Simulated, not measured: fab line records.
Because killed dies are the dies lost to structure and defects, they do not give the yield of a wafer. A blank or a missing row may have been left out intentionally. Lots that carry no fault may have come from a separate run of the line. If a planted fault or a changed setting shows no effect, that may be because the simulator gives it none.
fab line records	flow ritCmos
[record] lots = 14	wafers = 42	lastDay = 7
route steps=202 shown ACTIVE@1 NSD@137 CONTACT@180 M1@195
lots that met no fault: from a run of the same line without faults
startH: hours from the record's opening day to when the first of the lot's shown wafers began	waitH: hours elapsed since this lot's preceding step	" the same as in the row above	L1.1+2: several wafers, shown together as one row	- value missing, or start not given	* or withheld: withheld	< > ~ a bound
route shown NAME@n: names a module that has steps shown in the file, with the first one's number in the route	usual: mean/standard deviation taken from wafers without a fault	same: alike in all rows	chamber/n: place in a boat	sites: each site's reading	_std_site: standard deviation across them	_edge_site: mean of outer sites minus mean of inner sites	radiusMm: how far each site lies from the wafer's centre	mask NAME#n: copy n	behind: tool/chamber where the wafer was last shaped	hold: why the lot was held/for how many hours/how that ended	device: whichever transistor did not switch (one of n, p or np)	end of line: tests of these same wafers at the route's end	a step given without rows: its recipe and nothing more	killed: the dies lost at the first sort to structure and to defects; this is not the yield of the wafer	map: a wafer's dies, marking killed ones x, the rest . and places with no die _
set.NAME: setting as actually run; set.NAME@STEP: the setting as run at that earlier step	model.NAME: the simulator's own value behind a step, which no gauge read
one table for each step of the route and one row for each wafer, over a sample of lots
services: a tool's chamber out of use, with start hour (startH, from the record's first day; less than 0 if before it), hours out, and reason
[[steps]]
[step RIT_ACTIVE_BOW_MEAS_00]
[recipe] mode = bow
[usual] INCOMING_BOW = 0/6.7
lot.wafer	tool	chamber	startH	waitH	INCOMING_BOW[um]
L237.2	filmMetro-03	-	10.02	-	9
L237.4	"	-	"	"	-7
L237.6	"	-	"	"	0
L238.2	filmMetro-02	-	15.02	-	2
L238.3	"	-	"	"	0
L238.5	"	-	"	"	-8
L239.1	filmMetro-02	-	20.00	-	0
L239.3	"	-	"	"	-5
L239.4	"	-	"	"	7
L240.2	filmMetro-04	-	25.02	-	-5
L240.4	"	-	"	"	0
L240.5	"	-	"	"	-6
L241.1	filmMetro-04	-	30.00	-	7
L241.3	"	-	"	"	2
L241.6	"	-	"	"	5
L242.2	filmMetro-03	-	35.02	-	10
L242.3	"	-	"	"	13
L242.5	"	-	"	"	4
L243.1	filmMetro-04	-	40.00	-	4
L243.2	"	-	"	"	1
L243.4	"	-	"	"	-2
L244.2	filmMetro-04	-	45.02	-	9
L244.3	"	-	"	"	4
L244.6	"	-	"	"	2
L245.1	filmMetro-02	-	50.00	-	-11
L245.2	"	-	"	"	6
L245.3	"	-	"	"	8
L246.2	filmMetro-04	-	55.02	-	5
L246.5	"	-	"	"	7
L246.6	"	-	"	"	5
L247.1	filmMetro-04	-	60.00	-	-5
L247.3	"	-	"	"	5
L247.5	"	-	"	"	7
L250.3	filmMetro-02	-	75.04	-	-4
L250.4	"	-	"	"	9
L250.5	"	-	"	"	12
L257.1	filmMetro-04	-	110.00	-	-7
L257.5	"	-	"	"	-3
L257.6	"	-	"	"	12
L258.1	filmMetro-04	-	115.00	-	1
L258.2	"	-	"	"	-6
L258.5	"	-	"	"	-9
[step RIT_NSD_OVL_MEAS_06]
[usual] NSD_OVL = 0.1/1.3
lot.wafer	tool	chamber	startH	waitH	NSD_OVL[nm]
L237.2	overlay-02	-	50.72	-	2.2
L237.4	"	-	"	"	-0.9
L237.6	"	-	"	"	-0.3
L238.2	overlay-02	-	56.51	-	3.1
L238.3	"	-	"	"	2.7
L238.5	"	-	"	"	1.5
L239.1	overlay-01	-	58.42	-	2.6
L239.3	"	-	"	"	0.4
L239.4	"	-	"	"	0.0
L240.2	overlay-02	-	62.71	-	-1.4
L240.4	"	-	"	"	-0.4
L240.5	"	-	"	"	-1.1
L241.1	overlay-01	-	69.92	-	0.1
L241.3	"	-	"	"	-0.3
L241.6	"	-	"	"	1.0
L242.2	overlay-01	-	76.54	-	0.1
L242.3	"	-	"	"	1.1
L242.5	"	-	"	"	1.5
L243.1	overlay-01	-	78.70	-	-0.9
L243.2	"	-	"	"	-0.5
L243.4	"	-	"	"	-1.0
L244.2	overlay-01	-	88.15	-	-1.0
L244.3	"	-	"	"	-0.2
L244.6	"	-	"	"	0.8
L245.1	overlay-02	-	91.86	-	-1.2
L245.2	"	-	"	"	-1.3
L245.3	"	-	"	"	-1.3
L246.2	overlay-01	-	99.32	-	1.7
L246.5	"	-	"	"	1.2
L246.6	"	-	"	"	-0.3
L247.1	overlay-01	-	104.29	-	1.3
L247.3	"	-	"	"	-0.3
L247.5	"	-	"	"	1.2
L250.3	overlay-01	-	117.07	-	1.2
L250.4	"	-	"	"	1.7
L250.5	"	-	"	"	1.7
L257.1	overlay-01	-	151.00	-	-0.5
L257.5	"	-	"	"	0.3
L257.6	"	-	"	"	0.8
L258.1	overlay-01	-	155.54	-	1.3
L258.2	"	-	"	"	1.4
L258.5	"	-	"	"	0.8
[step RIT_CONTACT_STRIP_12]
[recipe] chemistry = O2	timeS = 180	resist = NOVOLAK	platenTempC = withheld	powerW = 500	pressureMtorr = 4000	o2FlowSccm = 4000
[usual] chamberPressureMTorr = 4000/3.7	drypumpMotorCurrentA = 5.70/0.3
lot.wafer	tool	chamber	startH	waitH	chamberPressureMTorr	drypumpMotorCurrentA	rfHoursCounterH
L237.2	plasmaAsher-03	0	55.91	0.1	4007	5.53	38
L237.4	"	1	"	"	3993	5.18	-
L237.6	"	1	"	"	3997	5.17	-
L238.2	plasmaAsher-04	1	61.51	0.1	4006	6.20	41
L238.3	"	0	"	"	3996	5.76	-
L238.5	"	1	"	"	3998	6.20	-
L239.1	plasmaAsher-04	1	63.45	0.1	4000	6.22	41
L239.3	"	1	"	"	3997	6.21	-
L239.4	"	0	"	"	3998	5.74	-
L240.2	plasmaAsher-04	0	67.85	0.1	3995	5.76	42
L240.4	"	1	"	"	3999	6.24	-
L240.5	"	0	"	"	3996	5.78	-
L241.1	plasmaAsher-02	1	74.92	0.1	4002	5.87	45
L241.3	"	0	"	"	4000	5.90	-
L241.6	"	1	"	"	4001	5.88	-
L242.2	plasmaAsher-02	1	81.65	0.1	3999	5.82	45
L242.3	"	0	"	"	4007	5.83	-
L242.5	"	0	"	"	4001	5.87	-
L243.1	plasmaAsher-02	1	83.82	0.1	3997	5.87	45
L243.2	"	0	"	"	3998	5.88	45
L243.4	"	0	"	"	3994	5.84	-
L244.2	plasmaAsher-03	1	93.54	0.1	3998	5.17	42
L244.3	"	0	"	"	3999	5.59	-
L244.6	"	1	"	"	4000	5.16	-
L245.1	plasmaAsher-03	0	96.96	0.1	3999	5.54	42
L245.2	"	1	"	"	4003	5.20	42
L245.3	"	1	"	"	3995	5.17	-
L246.2	plasmaAsher-03	0	104.45	0.1	3996	5.58	43
L246.5	"	1	"	"	3997	5.19	-
L246.6	"	0	"	"	4001	5.55	-
L247.1	plasmaAsher-02	0	109.41	0.1	3998	5.85	48
L247.3	"	1	"	"	4006	5.87	-
L247.5	"	0	"	"	4002	5.84	-
L250.3	plasmaAsher-03	1	122.24	0.2	4001	5.16	-
L250.4	"	0	"	"	4000	5.58	-
L250.5	"	0	"	"	3998	5.57	-
L257.1	plasmaAsher-04	0	156.27	0.1	3998	5.75	4
L257.5	"	0	"	"	4002	5.76	-
L257.6	"	1	"	"	4003	6.22	-
L258.1	plasmaAsher-03	1	160.88	0.1	3999	5.19	51
L258.2	"	0	"	"	3995	5.54	51
L258.5	"	0	"	"	4004	5.52	-
[step RIT_M1_HARDBAKE_11]
[recipe] resist = NOVOLAK	tempC = 140	timeS = 120
[usual] heaterPowerTotalW = 52.02/0.056	plateTempC = 140.00/0.14
lot.wafer	tool	chamber	startH	waitH	heaterPowerTotalW	plateTempC
L237.2	lithoTrack-03	0	58.44	0.1	52.16	140.18
L237.4	"	0	"	"	52.09	139.98
L237.6	"	0	"	"	52.01	139.88
L238.2	lithoTrack-04	0	64.17	0.3	52.00	140.05
L238.3	"	0	"	"	52.06	140.15
L238.5	"	0	"	"	52.02	140.14
L239.1	lithoTrack-04	0	65.73	0.0	52.02	140.08
L239.3	"	0	"	"	52.05	140.08
L239.4	"	0	"	"	51.99	139.98
L240.2	lithoTrack-04	0	70.18	0.1	51.97	140.14
L240.4	"	0	"	"	52.03	140.20
L240.5	"	0	"	"	52.10	140.02
L241.1	lithoTrack-03	0	77.20	0.0	52.03	140.02
L241.3	"	0	"	"	51.98	139.74
L241.6	"	0	"	"	52.15	139.94
L242.2	lithoTrack-04	0	83.85	0.1	51.99	139.85
L242.3	"	0	"	"	52.07	140.17
L242.5	"	0	"	"	52.10	140.12
L243.1	lithoTrack-04	0	85.98	0.0	52.15	139.93
L243.2	"	0	"	"	51.93	139.94
L243.4	"	0	"	"	52.07	139.89
L244.2	lithoTrack-02	0	96.01	0.2	51.94	140.00
L244.3	"	0	"	"	52.01	139.99
L244.6	"	0	"	"	52.06	139.94
L245.1	lithoTrack-03	0	99.17	0.1	52.08	140.05
L245.2	"	0	"	"	52.05	139.97
L245.3	"	0	"	"	51.97	139.87
L246.2	lithoTrack-04	0	106.90	0.1	52.02	140.17
L246.5	"	0	"	"	52.07	140.06
L246.6	"	0	"	"	51.99	139.94
L247.1	lithoTrack-02	0	111.84	0.2	52.11	139.92
L247.3	"	0	"	"	52.04	140.03
L247.5	"	0	"	"	51.99	140.16
L250.3	lithoTrack-03	0	124.58	0.2	51.13	137.99
L250.4	"	0	"	"	51.05	137.99
L250.5	"	0	"	"	51.16	137.96
L257.1	lithoTrack-03	0	158.43	0.0	51.10	138.00
L257.5	"	0	"	"	51.08	137.96
L257.6	"	0	"	"	51.16	137.78
L258.1	lithoTrack-04	0	163.42	0.0	52.04	139.94
L258.2	"	0	"	"	52.03	140.07
L258.5	"	0	"	"	52.00	140.03
[step RIT_M1_PROBE_99]
[usual] defectLimitedYield = 97.4/1.1	killedAtContacts = 0.1/0.3	killedAtFrontEnd = 6.9/2.9	killedDies = 7.0/2.9	killedOpen = 3.3/2	killedShort = 3.7/2	sort_bin_3_pad_short = 0.1/0.22	sort_bin_5_function = 1.5/0.81	sort_bin_6_memory = 1.0/0.64	sortNPass = 257.0/2.9	sortYieldPct = 97.4/1.1
[same] grossDies = 264	killed_at_M0_to_M3 = 0	killed_at_M4_up = 0	killedAtBackSide = 0	killedAtOther = 0
lot.wafer	tool	chamber	startH	waitH	defectLimitedYield[%]	killedAtContacts	killedAtFrontEnd	killedDies	killedOpen	killedShort	sort_bin_3_pad_short[%]	sort_bin_5_function[%]	sort_bin_6_memory[%]	sortNPass	sortYieldPct[%]
L237.2	prober-01	-	60.95	0.1	94.7	1	13	14	4	10	0.8	3.8	0.8	250.0	94.7
L237.4	prober-01	-	61.05	0.2	96.6	0	9	9	8	1	0	1.9	1.5	255.0	96.6
L237.6	prober-01	-	61.15	0.2	99.2	0	2	2	1	1	0	0.4	0.4	262.0	99.2
L238.2	prober-02	-	66.84	0.1	96.2	0	10	10	8	2	0	2.3	1.5	254.0	96.2
L238.3	prober-02	-	66.89	0.2	98.1	0	5	5	4	1	0	1.9	0	259.0	98.1
L238.5	prober-02	-	66.99	0.2	98.5	0	4	4	1	3	0	0.8	0.8	260.0	98.5
L239.1	prober-01	-	68.29	0.1	97.0	0	8	8	6	2	0	1.9	1.1	256.0	97.0
L239.3	prober-01	-	68.39	0.2	96.2	0	10	10	5	5	0	2.3	1.5	254.0	96.2
L239.4	prober-01	-	68.44	0.2	98.1	0	5	5	0	5	0.4	1.1	0.4	259.0	98.1
L240.2	prober-02	-	72.69	0.1	97.7	0	6	6	2	4	0	1.5	0.8	258.0	97.7
L240.4	prober-02	-	72.79	0.2	96.6	0	9	9	2	7	0	1.9	1.5	255.0	96.6
L240.5	prober-02	-	72.84	0.2	98.1	0	5	5	2	3	0	1.1	0.8	259.0	98.1
L241.1	prober-01	-	79.88	0.1	97.7	0	6	6	3	3	0.4	0.8	1.1	258.0	97.7
L241.3	prober-01	-	79.98	0.2	97.3	0	7	7	4	3	0	1.5	1.1	257.0	97.3
L241.6	prober-01	-	80.13	0.2	95.8	0	11	11	5	6	0	2.7	1.5	253.0	95.8
L242.2	prober-02	-	86.36	0.1	97.3	1	6	7	3	4	0.8	1.9	0	257.0	97.3
L242.3	prober-02	-	86.41	0.2	99.2	0	2	2	0	2	0	0.4	0.4	262.0	99.2
L242.5	prober-02	-	86.51	0.2	97.0	0	8	8	2	6	0.4	0.8	1.9	256.0	97.0
L243.1	prober-01	-	88.48	0.1	97.0	0	8	8	4	4	0.4	1.9	0.8	256.0	97.0
L243.2	prober-01	-	88.53	0.1	97.7	0	6	6	2	4	0	1.1	1.1	258.0	97.7
L243.4	prober-01	-	88.63	0.2	95.1	1	12	13	10	3	0	3.8	1.1	251.0	95.1
L244.2	prober-02	-	98.70	0.1	94.7	0	14	14	11	3	0	1.9	3.4	250.0	94.7
L244.3	prober-02	-	98.75	0.2	98.5	0	4	4	0	4	0	1.1	0.4	260.0	98.5
L244.6	prober-02	-	98.90	0.2	95.5	0	12	12	7	5	0	2.7	1.9	252.0	95.5
L245.1	prober-01	-	101.68	0.1	96.6	0	9	9	6	3	0	2.3	1.1	255.0	96.6
L245.2	prober-01	-	101.73	0.1	98.1	0	5	5	1	4	0	1.1	0.8	259.0	98.1
L245.3	prober-01	-	101.78	0.2	98.5	0	4	4	2	2	0.4	0.4	0.8	260.0	98.5
L246.2	prober-02	-	109.42	0.1	98.1	0	5	5	3	2	0.4	0.8	0.8	259.0	98.1
L246.5	prober-02	-	109.57	0.2	96.2	0	10	10	2	8	0	3.0	0.8	254.0	96.2
L246.6	prober-02	-	109.62	0.2	96.2	0	10	10	3	7	0.4	3.0	0.4	254.0	96.2
L247.1	prober-02	-	114.52	0.1	98.1	1	4	5	4	1	0	1.1	0.8	259.0	98.1
L247.3	prober-02	-	114.62	0.2	97.0	0	8	8	6	2	0	1.9	1.1	256.0	97.0
L247.5	prober-02	-	114.72	0.2	96.2	0	10	10	5	5	0	2.7	1.1	254.0	96.2
L250.3	prober-01	-	127.26	0.2	97.3	0	7	7	4	3	0	1.9	0.8	257.0	97.3
L250.4	prober-01	-	127.31	0.2	97.0	0	8	8	5	3	0	2.3	0.8	256.0	97.0
L250.5	prober-01	-	127.36	0.2	98.1	0	5	5	4	1	0	1.1	0.8	259.0	98.1
L257.1	prober-01	-	160.93	0.1	98.5	0	4	4	0	4	0.4	1.1	0	260.0	98.5
L257.5	prober-01	-	161.13	0.2	98.1	0	5	5	2	3	0	1.1	0.8	259.0	98.1
L257.6	prober-01	-	161.18	0.2	96.6	0	9	9	5	4	0	3.0	0.4	255.0	96.6
L258.1	prober-02	-	165.94	0.1	98.5	0	4	4	2	2	0	1.1	0.4	260.0	98.5
L258.2	prober-02	-	165.99	0.1	98.1	0	5	5	2	3	0	0.8	1.1	259.0	98.1
L258.5	prober-02	-	166.14	0.2	97.0	0	8	8	1	7	0	1.9	1.1	256.0	97.0
// killed by level:class
L237.2 SILICIDE:geometricParticle:short=5 FOX2:geometricParticle:short=2 SPACER:geometricParticle:open=2 FOX2:geometricParticle:open=1 GATE:geometricParticle:short=1 SPACER:geometricParticle:short=1 SILICIDE:geometricParticle:open=1 CONTACT:geometricParticle:short=1
L237.4 SILICIDE:geometricParticle:open=5 GATE:geometricParticle:open=2 FOX2:geometricParticle:open=1 SILICIDE:geometricParticle:short=1
L237.6 FOX1:geometricParticle:open=1 FOX2:geometricParticle:short=1
L238.2 GATE:geometricParticle:open=4 FOX2:geometricParticle:open=1 REOX:geometricParticle:open=1 REOX:geometricParticle:short=1 SPACER:geometricParticle:open=1 SILICIDE:geometricParticle:short=1 SILICIDE:geometricParticle:open=1
L238.3 FOX1:geometricParticle:open=1 GATE:geometricParticle:open=1 REOX:geometricParticle:open=1 SPACER:geometricParticle:open=1 SILICIDE:geometricParticle:short=1
L238.5 SPACER:geometricParticle:short=2 GATE:geometricParticle:short=1 SPACER:geometricParticle:open=1
L239.1 GATE:geometricParticle:open=3 GATE:geometricParticle:short=2 FOX2:geometricParticle:open=1 SPACER:geometricParticle:open=1 SILICIDE:geometricParticle:open=1
L239.3 FOX1:geometricParticle:short=2 FOX1:geometricParticle:open=2 GATE:geometricParticle:open=2 FOX2:geometricParticle:short=1 SPACER:geometricParticle:short=1 SILICIDE:geometricParticle:open=1 SILICIDE:geometricParticle:short=1
L239.4 GATE:geometricParticle:short=3 FOX1:geometricParticle:short=1 FOX2:geometricParticle:short=1
L240.2 FOX2:geometricParticle:short=2 GATE:geometricParticle:short=2 GATE:geometricParticle:open=1 SPACER:geometricParticle:open=1
L240.4 GATE:geometricParticle:short=3 REOX:geometricParticle:open=2 REOX:geometricParticle:short=2 FOX2:geometricParticle:short=1 SPACER:geometricParticle:short=1
L240.5 REOX:geometricParticle:short=2 GATE:geometricParticle:open=1 SPACER:geometricParticle:short=1 SILICIDE:geometricParticle:open=1
L241.1 FOX1:geometricParticle:open=1 FOX2:geometricParticle:open=1 FOX2:geometricParticle:short=1 GATE:geometricParticle:short=1 REOX:geometricParticle:short=1 SILICIDE:geometricParticle:open=1
L241.3 GATE:geometricParticle:short=2 FOX2:geometricParticle:open=1 GATE:geometricParticle:open=1 REOX:geometricParticle:open=1 SPACER:geometricParticle:open=1 SILICIDE:geometricParticle:short=1
L241.6 FOX1:geometricParticle:short=2 FOX2:geometricParticle:short=2 SPACER:geometricParticle:open=2 GATE:geometricParticle:open=1 REOX:geometricParticle:open=1 REOX:geometricParticle:short=1 SILICIDE:geometricParticle:open=1 SILICIDE:geometricParticle:short=1
L242.2 REOX:geometricParticle:short=2 FOX1:geometricParticle:open=1 GATE:geometricParticle:open=1 SPACER:geometricParticle:open=1 SILICIDE:geometricParticle:short=1 CONTACT:geometricParticle:short=1
L242.3 GATE:geometricParticle:short=1 REOX:geometricParticle:short=1
L242.5 GATE:geometricParticle:short=3 FOX1:geometricParticle:short=1 FOX2:geometricParticle:open=1 FOX2:geometricParticle:short=1 SPACER:geometricParticle:short=1 SPACER:geometricParticle:open=1
L243.1 GATE:geometricParticle:short=2 REOX:geometricParticle:open=2 FOX2:geometricParticle:open=1 REOX:geometricParticle:short=1 SILICIDE:geometricParticle:short=1 SILICIDE:geometricParticle:open=1
L243.2 REOX:geometricParticle:short=3 FOX1:geometricParticle:open=1 FOX1:geometricParticle:short=1 REOX:geometricParticle:open=1
L243.4 SILICIDE:geometricParticle:open=4 SPACER:geometricParticle:open=2 FOX1:geometricParticle:open=1 FOX1:geometricParticle:short=1 FOX2:geometricParticle:short=1 GATE:geometricParticle:open=1 REOX:geometricParticle:open=1 SILICIDE:geometricParticle:short=1
L244.2 GATE:geometricParticle:open=5 REOX:geometricParticle:short=3 FOX1:geometricParticle:open=2 REOX:geometricParticle:open=2 SPACER:geometricParticle:open=2
L244.3 GATE:geometricParticle:short=2 REOX:geometricParticle:short=2
L244.6 GATE:geometricParticle:open=5 GATE:geometricParticle:short=3 REOX:geometricParticle:short=2 REOX:geometricParticle:open=2
L245.1 REOX:geometricParticle:open=4 GATE:geometricParticle:open=1 GATE:geometricParticle:short=1 REOX:geometricParticle:short=1 SPACER:geometricParticle:short=1 SPACER:geometricParticle:open=1
L245.2 GATE:geometricParticle:short=2 FOX1:geometricParticle:short=1 SPACER:geometricParticle:short=1 SILICIDE:geometricParticle:open=1
L245.3 FOX2:geometricParticle:open=1 GATE:geometricParticle:short=1 GATE:geometricParticle:open=1 SPACER:geometricParticle:short=1
L246.2 GATE:geometricParticle:open=3 GATE:geometricParticle:short=2
L246.5 GATE:geometricParticle:short=4 FOX1:geometricParticle:short=2 FOX1:geometricParticle:open=1 REOX:geometricParticle:short=1 SPACER:geometricParticle:short=1 SPACER:geometricParticle:open=1
L246.6 REOX:geometricParticle:short=3 GATE:geometricParticle:short=2 SILICIDE:geometricParticle:short=2 GATE:geometricParticle:open=1 SPACER:geometricParticle:open=1 SILICIDE:geometricParticle:open=1
L247.1 GATE:geometricParticle:open=2 SILICIDE:geometricParticle:short=1 SILICIDE:geometricParticle:open=1 CONTACT:geometricParticle:open=1
L247.3 SPACER:geometricParticle:open=4 FOX1:geometricParticle:open=1 GATE:geometricParticle:short=1 GATE:geometricParticle:open=1 SPACER:geometricParticle:short=1
L247.5 GATE:geometricParticle:open=3 SPACER:geometricParticle:open=2 SPACER:geometricParticle:short=2 FOX1:geometricParticle:short=1 FOX2:geometricParticle:short=1 GATE:geometricParticle:short=1
L250.3 GATE:geometricParticle:open=3 GATE:geometricParticle:short=1 REOX:geometricParticle:short=1 REOX:geometricParticle:open=1 SILICIDE:geometricParticle:short=1
L250.4 GATE:geometricParticle:short=2 GATE:geometricParticle:open=2 FOX1:geometricParticle:short=1 FOX1:geometricParticle:open=1 REOX:geometricParticle:open=1 SILICIDE:geometricParticle:open=1
L250.5 FOX2:geometricParticle:open=2 GATE:geometricParticle:open=1 REOX:geometricParticle:short=1 SILICIDE:geometricParticle:open=1
L257.1 GATE:geometricParticle:short=2 REOX:geometricParticle:short=2
L257.5 ACTIVE:geometricParticle:open=1 FOX1:geometricParticle:short=1 FOX2:geometricParticle:short=1 GATE:geometricParticle:open=1 SILICIDE:geometricParticle:short=1
L257.6 GATE:geometricParticle:open=2 SILICIDE:geometricParticle:short=2 FOX2:geometricParticle:open=1 GATE:geometricParticle:short=1 REOX:geometricParticle:open=1 REOX:geometricParticle:short=1 SPACER:geometricParticle:open=1
L258.1 GATE:geometricParticle:short=2 FOX2:geometricParticle:open=1 GATE:geometricParticle:open=1
L258.2 GATE:geometricParticle:short=2 FOX2:geometricParticle:open=1 SPACER:geometricParticle:open=1 SPACER:geometricParticle:short=1
L258.5 GATE:geometricParticle:short=3 SPACER:geometricParticle:short=3 SPACER:geometricParticle:open=1 SILICIDE:geometricParticle:short=1
[[services]]
tool	chamber	startH	hours	kind
plasmaAsher-04	-	43.96	1.8	repair
plasmaAsher-02	-	46.64	0.4	repair
plasmaAsher-04	-	100.62	2.8	pm
plasmaAsher-02	-	103.31	2.4	repair
plasmaAsher-04	-	108.75	9.0	pm
plasmaAsher-04	0	108.75	9.0	ventCycle
plasmaAsher-04	1	108.75	9.0	ventCycle
plasmaAsher-04	0	117.75	-	clean
plasmaAsher-04	1	117.75	-	clean
plasmaAsher-04	-	126.64	2.2	repair
[[key]]
[firstSign] step = RIT_M1_HARDBAKE_11	reading = heaterPowerTotalW	direction = down	sigmas = 16	usual = 52.02	struck = 51.11
[effect] step = RIT_M1_HARDBAKE_11	reading = plateTempC	direction = down	sigmas = 15	usual = *	struck = *
metAt RIT_M1_HARDBAKE_11
struckLots L250,L257
notActingAt RIT_ACTIVE_BOW_MEAS_00,RIT_NSD_OVL_MEAS_06,RIT_CONTACT_STRIP_12
onsetBetween 99.17 124.58
[fault] kind = processParameterDrift	tool = lithoTrack-03	chamber = -	onsetH = 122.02	steps = RIT_M1_HARDBAKE_11	channel = tempC	offset = *	shape = step	endH = 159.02	actsIn = *	stated = *
